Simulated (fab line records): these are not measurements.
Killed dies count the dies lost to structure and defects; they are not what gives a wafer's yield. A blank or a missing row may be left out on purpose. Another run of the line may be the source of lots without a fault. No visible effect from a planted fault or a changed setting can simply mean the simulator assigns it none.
Which of the tools did it? -- flow berkeley-cmos170 -- 42 wafers from 14 lots sampled at 4 of the route's 331 steps

## WHAT EACH GAUGE READ, for each wafer
UCB170_PVT_OVL_MEAS_06. Usual: PVT_OVL typically reads 0 nm, with standard deviation 6.1.
lot,measured,on,PVT_OVL (nm),flag
L181,day 6 23:06,overlay-01,-2 -4 -3,
L183,day 7 08:12,overlay-01,7 13 7,
L185,day 7 15:56,overlay-02,3 -2 -4,
L187,day 7 16:11,overlay-01,2 2 -3,
L184,day 7 16:12,overlay-02,8 1 4,
L189,day 8 12:44,overlay-02,-8 -8 -7,
L191,day 9 02:22,overlay-02,12 3 1,
L194,day 9 02:38,overlay-01,1 2 -2,
L197,day 9 15:31,overlay-01,-4 -6 1,
L199,day 10 09:05,overlay-01,-5 -7 -2,
L198,day 10 09:30,overlay-01,1 -2 -5,
L201,day 10 14:09,overlay-02,-4 -2 -6,
L202,day 11 05:49,overlay-01,11 -3 8,
L204,day 11 14:33,overlay-02,9 11 3,

UCB170_SPACER_THK_MEAS_01. Usual: SPACER_TEOS_THK typically reads 376 nm, with standard deviation 6.3.
lot,measured,on,SPACER_TEOS_THK (nm),flag
L181,day 7 17:59,film-metro-04,385 382 379,
L183,day 8 00:14,film-metro-04,377 372 384,
L185,day 8 11:52,film-metro-02,376 373 377,
L187,day 8 12:11,film-metro-03,370 378 383,
L184,day 8 11:36,film-metro-03,373 378 368,
L189,day 9 12:46,film-metro-04,379 381 372,
L191,day 10 05:11,film-metro-03,383 386 379,
L194,day 10 04:34,film-metro-03,379 361 383,
L197,day 10 15:41,film-metro-03,377 375 382,
L199,day 11 11:29,film-metro-02,380 364 386,
L198,day 11 10:43,film-metro-04,368 378 388,
L201,day 11 11:50,film-metro-02,378 387 381,
L202,day 12 02:29,film-metro-02,364 385 373,
L204,day 12 10:37,film-metro-03,373 379 379,

## WHICH TOOL RAN EACH LOT (tool, then ch and the chambers of the sampled wafers, then the start)
lot,UCB170_GATE_STRIP_16,UCB170_PLDD_IMPLANT_09
L181,"plasma-asher-01 ch 0,1, day 7 11:55","implanter-02 ch 0, day 7 14:27"
L183,"plasma-asher-04 ch 1, day 7 20:18","implanter-02 ch 0, day 7 21:58"
L185,"plasma-asher-01 ch 0,1, day 8 05:26","implanter-01 ch 0, day 8 08:08"
L187,"plasma-asher-03 ch 0,1, day 8 05:40","implanter-03 ch 0, day 8 08:16"
L184,"plasma-asher-04 ch 0, day 8 05:29","implanter-02 ch 0, day 8 07:32"
L189,"plasma-asher-01 ch 0, day 9 08:46","implanter-02 ch 0, day 9 10:20"
L191,"plasma-asher-04 ch 0,1, day 9 23:22","implanter-01 ch 0, day 10 01:45"
L194,"plasma-asher-03 ch 0,1, day 9 23:11","implanter-03 ch 0, day 10 01:15"
L197,"plasma-asher-03 ch 0,1, day 10 09:40","implanter-02 ch 0, day 10 12:47"
L199,"plasma-asher-01 ch 0,1, day 11 04:38","implanter-02 ch 0, day 11 07:54"
L198,"plasma-asher-03 ch 0,1, day 11 04:19","implanter-03 ch 0, day 11 07:37"
L201,"plasma-asher-01 ch 0,1, day 11 05:22","implanter-03 ch 0, day 11 08:11"
L202,"plasma-asher-01 ch 0,1, day 11 19:25","implanter-01 ch 0, day 11 22:37"
L204,"plasma-asher-04 ch 0,1, day 12 06:08","implanter-03 ch 0, day 12 07:59"
- UCB170_GATE_STRIP_16: strips in O2.
- UCB170_PLDD_IMPLANT_09

## WHAT THE TOOLS THEMSELVES READ (means of the sampled wafers that have a number; where no wafer has one, the mark that the record gives instead)
UCB170_GATE_STRIP_16. Usual: drypump-motor-current-A 5.9 A, standard deviation 0.31; o2-flow-sccm 400.0 sccm, standard deviation 1.2; oes-product-au 0.724 a.u., standard deviation 0.0047.
lot,tool,drypump-motor-current-A (A),o2-flow-sccm (sccm),oes-product-au (a.u.),flag
L181,plasma-asher-01,5.9,399.7,0.725,
L183,plasma-asher-04,6.3,399.5,0.724,
L185,plasma-asher-01,5.7,399.5,0.718,
L187,plasma-asher-03,5.8,399.8,0.730,
L184,plasma-asher-04,5.7,398.1,0.721,
L189,plasma-asher-01,6.2,399.7,0.722,
L191,plasma-asher-04,6.1,399.1,0.726,
L194,plasma-asher-03,5.8,400.3,0.724,
L197,plasma-asher-03,5.8,400.4,0.726,
L199,plasma-asher-01,5.7,400.4,0.723,
L198,plasma-asher-03,5.8,400.6,0.726,
L201,plasma-asher-01,5.9,399.0,0.726,
L202,plasma-asher-01,5.7,400.2,0.722,
L204,plasma-asher-04,6.1,400.4,0.724,

UCB170_PLDD_IMPLANT_09. Usual: beam-energy-keV 10.001, standard deviation 0.0032; faraday-current-uA 158.6, standard deviation 3; tilt-deg 7.006 degrees, standard deviation 0.018.
lot,tool,beam-energy-keV,faraday-current-uA,tilt-deg (degrees),flag
L181,implanter-02,9.998,157.0,7.011,
L183,implanter-02,9.997,158.4,7.008,
L185,implanter-01,9.996,157.7,6.996,
L187,implanter-03,10.004,155.0,7.018,
L184,implanter-02,10.000,160.5,6.999,
L189,implanter-02,10.000,160.5,7.020,
L191,implanter-01,10.001,158.6,6.996,
L194,implanter-03,10.002,157.0,6.985,
L197,implanter-02,10.525,161.8,7.004,OFF
L199,implanter-02,10.520,159.3,7.000,OFF
L198,implanter-03,10.003,157.0,6.982,
L201,implanter-03,9.998,161.3,7.007,
L202,implanter-01,9.996,158.7,7.015,
L204,implanter-03,9.997,159.3,7.004,

## THE ANSWER, worked out from the rows above alone
Rule: take the mean of a lot's wafers that have a number; if it is more than 3 standard deviations from the usual mean, the lot is off. Also off: a lot with no number at a reading for which 4 or more lots have one. The other lots that the step has rows for count as sound. First the gauges in route order, then the tools' own readings, where a lot's mean is used as printed above. The first step at which some lot is off is used, and at that step the reading that is off furthest; a lot without a number counts as furthest.
Off: L197, L199, at UCB170_PLDD_IMPLANT_09 (beam-energy-keV).
If a tool, at that step or one of the process steps before it, ran each lot that is off and ran no sound lot following the first of them, it fits. One candidate fits, namely implanter-02 at UCB170_PLDD_IMPLANT_09. A fault onset in the window from L189 (day 9 10:20, its last sound lot) to L197 (day 10 12:47, its first lot off) fits.
On the lots that are off, the tool's own readings at UCB170_PLDD_IMPLANT_09 differ by more than 5 times the standard deviation of the sound lots' means, which bears it out; beam-energy-keV reads 10.523 there versus 9.999 on the sound lots.

## WHAT WAS PUT IN BY THE SIMULATOR
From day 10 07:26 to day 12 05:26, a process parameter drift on implanter-02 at UCB170_PLDD_IMPLANT_09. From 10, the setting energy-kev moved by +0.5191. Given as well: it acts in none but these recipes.
Struck lots among those shown: L197, L199. The rule given above showed the same thing.
